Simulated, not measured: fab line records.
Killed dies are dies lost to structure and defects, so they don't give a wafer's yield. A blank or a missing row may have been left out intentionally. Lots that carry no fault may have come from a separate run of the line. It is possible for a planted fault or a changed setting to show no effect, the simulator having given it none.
Check of tool commonality | flow ritCmos | 13 lots, 39 wafers sampled

WHY IT WAS OPENED
RIT_NRETRO_TW_MEAS_10, reading NRETRO_TW: flagged on 1 of 13 lots. Fault-free wafers read 1046, with a standard deviation of 4.2.
Rule: flag the lot when none of its wafers has a number, or when each of its wafers that has one lies beyond 4 standard deviations from that mean. The rest of the lots are taken to be sound.

lot  | measured    | on           | NRETRO_TW, wafer by wafer | flag
L351 | day 2 07:07 | filmMetro-04 | 1048 1050 1047            | 
L352 | day 2 13:36 | filmMetro-02 | 1041 1042 1042            | 
L353 | day 2 18:55 | filmMetro-02 | 1039 1040 1035            | 
L354 | day 3 01:40 | filmMetro-03 | 1046 1045 1043            | 
L355 | day 3 08:02 | filmMetro-04 | 1047 1049 1049            | 
L356 | day 3 13:52 | filmMetro-04 | 1052 1050 1051            | 
L357 | day 3 17:31 | filmMetro-03 | 1045 1047 1047            | 
L358 | day 3 21:08 | filmMetro-04 | 1049 1053 1048            | 
L364 | day 5 00:53 | filmMetro-02 | 30 30 30                  | FLAGGED
L371 | day 6 11:07 | filmMetro-02 | 1052 1045 1047            | 
L372 | day 6 17:47 | filmMetro-02 | 1050 1047 1051            | 
L373 | day 6 22:38 | filmMetro-03 | 1051 1047 1044            | 
L374 | day 7 03:48 | filmMetro-02 | 1044 1042 1043            | 
On average the flagged lots read 30, which is -1016 against the usual, or -99 or more standard deviations.

WHICH TOOL RAN EACH LOT
The record keeps 1 process step preceding the reading, out of 202 steps on the route. In each cell: the tool, then ch and the chambers that the sampled wafers went through, then the start.
lot  | flag    | RIT_NRETRO_EXPOSE_03
L351 |         | ilineStepper-02 ch 0, day 2 06:05
L352 |         | ilineStepper-01 ch 0, day 2 12:34
L353 |         | ilineStepper-02 ch 0, day 2 17:53
L354 |         | ilineStepper-02 ch 0, day 3 00:33
L355 |         | ilineStepper-02 ch 0, day 3 07:00
L356 |         | ilineStepper-02 ch 0, day 3 12:49
L357 |         | ilineStepper-01 ch 0, day 3 16:19
L358 |         | ilineStepper-01 ch 0, day 3 20:06
L364 | FLAGGED | ilineStepper-02 ch 0, day 4 23:52
L371 |         | ilineStepper-01 ch 0, day 6 10:04
L372 |         | ilineStepper-02 ch 0, day 6 16:28
L373 |         | ilineStepper-01 ch 0, day 6 21:33
L374 |         | ilineStepper-01 ch 0, day 7 02:46
These steps, and what they do:
- RIT_NRETRO_EXPOSE_03: exposes mask M4, target cd 43900 nm.
- RIT_NRETRO_TW_MEAS_10

FLAGGED AGAINST TOTAL, ONE TOOL AT A TIME (gauges that did the reading follow at the end)
step                  | tool            | lots run | flagged | share of the flagged lots | sound lots run after its first flagged lot
RIT_NRETRO_EXPOSE_03  | ilineStepper-01 | 6        | 0       | none                      | -
RIT_NRETRO_EXPOSE_03  | ilineStepper-02 | 7        | 1       | all                       | 1 (L372)
RIT_NRETRO_TW_MEAS_10 | filmMetro-02    | 6        | 1       | all                       | 3 (L371,L372,L374)
RIT_NRETRO_TW_MEAS_10 | filmMetro-03    | 3        | 0       | none                      | -
RIT_NRETRO_TW_MEAS_10 | filmMetro-04    | 4        | 0       | none                      | -

WHAT THE TABLE ALLOWS
Table rows that saw every flagged lot: 2, namely ilineStepper-02 at RIT_NRETRO_EXPOSE_03 and filmMetro-02 at RIT_NRETRO_TW_MEAS_10.
- ilineStepper-02 at RIT_NRETRO_EXPOSE_03: 1 of its 7 lots flagged. After the first flagged lot (L372), sound lots still ran on it; a lasting fault on the whole tool would not permit that.
- filmMetro-02 at RIT_NRETRO_TW_MEAS_10: 1 of its 6 lots flagged. After the first flagged lot (L371, L372, L374), sound lots still ran on it; a lasting fault on the whole tool would not permit that.
None of the table's rows ran every flagged lot and, after the first, no sound lot.

WHAT WAS PUT IN BY THE SIMULATOR
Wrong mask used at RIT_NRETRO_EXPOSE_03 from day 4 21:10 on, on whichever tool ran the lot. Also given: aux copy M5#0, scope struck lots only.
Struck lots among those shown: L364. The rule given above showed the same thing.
